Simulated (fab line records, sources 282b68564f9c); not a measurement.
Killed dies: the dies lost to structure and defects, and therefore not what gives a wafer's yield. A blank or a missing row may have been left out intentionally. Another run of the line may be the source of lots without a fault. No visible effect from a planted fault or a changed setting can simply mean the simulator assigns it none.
Comparing a struck lot with a sound one | flow rit-cmos | 15 out of 202 route steps
Sound: the wafers L248.2, L248.5, L248.6. Struck: wafers L255.2, L255.6. (L255.1 of the same lot was not struck and is left out.) The cause comes at the end.
Per side, at each step with rows, come the tool, then ch with its chambers, and then its first start. Under that, the readings that differ: sound wafers | struck wafers | difference of the means | sigmas: that difference in standard deviations of wafers without a fault.
alike: a reading whose means differ by less than 2 such deviations, as well as words and numbers matching on both sides. not compared: withheld readings; readings where some wafer has no value; bounds like >300 that might hide an equal value; numbers whose values overlap and for which the record gives no deviation.
Wherever a step has rows on one side only, a row that says differs or no value, or a row with sigmas, the two part there. When numbers do not overlap yet have no deviation, they are printed without sigmas and do not part them. A reading missing from all wafers of one side parts the sides only when that side holds two or more wafers.

first, 1 step without rows for these wafers: RIT_NLDD_IMPLANT_08.
RIT_NLDD_STRIP_09: strips in O2, time 180 s.
  sound on plasma-asher-01 ch 0,1, day 4 00:23; struck on plasma-asher-02 ch 1, day 5 14:52
  reading                     | sound       | struck  | difference | sigmas
  drypump-motor-current-A (A) | 6.0 6.0 6.5 | 5.5 5.5 | -0.7       | -2
  alike: o2-flow-sccm
  not compared: rf-hours-counter-h
RIT_NLDD_TW_MEAS_10:
  sound on film-metro-01, day 4 00:35; struck on film-metro-04, day 5 15:02
  alike: NLDD_TW
then, 6 steps without rows for these wafers: RIT_PLDD_HMDS_00 (prime time 60 s); RIT_PLDD_COAT_01 (resist thk 1000 nm); RIT_PLDD_SOFTBAKE_02 (time 60 s); RIT_PLDD_EXPOSE_03 (exposes mask M8, target cd 40900 nm); RIT_PLDD_PEB_04; RIT_PLDD_DEVELOP_05 (develop time 50 s).
RIT_PLDD_OVL_MEAS_06:
  sound on overlay-02, day 4 01:37; struck on overlay-01, day 5 16:05
  alike: PLDD_OVL
then, 2 steps without rows for these wafers: RIT_PLDD_HARDBAKE_07 (time 60 s); RIT_PLDD_IMPLANT_08.
RIT_PLDD_STRIP_09: strips in O2, time 180 s.
  sound on plasma-asher-01 ch 0,1, day 4 01:56; struck on plasma-asher-01 ch 1, day 5 16:25
  reading             | sound          | struck    | difference | sigmas
  o2-flow-sccm (sccm) | 3984 3972 3984 | 4784 4804 | +814       | +68
  alike: drypump-motor-current-A
  not compared: rf-hours-counter-h
RIT_PLDD_TW_MEAS_10:
  sound on film-metro-01, day 4 02:07; struck on film-metro-02, day 5 16:35
  alike: PLDD_TW
RIT_M1_PROBE_99:
  sound on prober-01, day 4 16:43; struck on prober-02, day 6 06:17
  alike: killed-at-contacts, killed-at-front-end, killed-dies, killed-open, killed-short

WHERE THEY PART
Earliest at RIT_NLDD_STRIP_09; latest, in this record, at RIT_PLDD_STRIP_09. Later steps at which nothing parts them and some readings are alike: RIT_PLDD_TW_MEAS_10, RIT_M1_PROBE_99.

WHY: the cause the simulator had injected
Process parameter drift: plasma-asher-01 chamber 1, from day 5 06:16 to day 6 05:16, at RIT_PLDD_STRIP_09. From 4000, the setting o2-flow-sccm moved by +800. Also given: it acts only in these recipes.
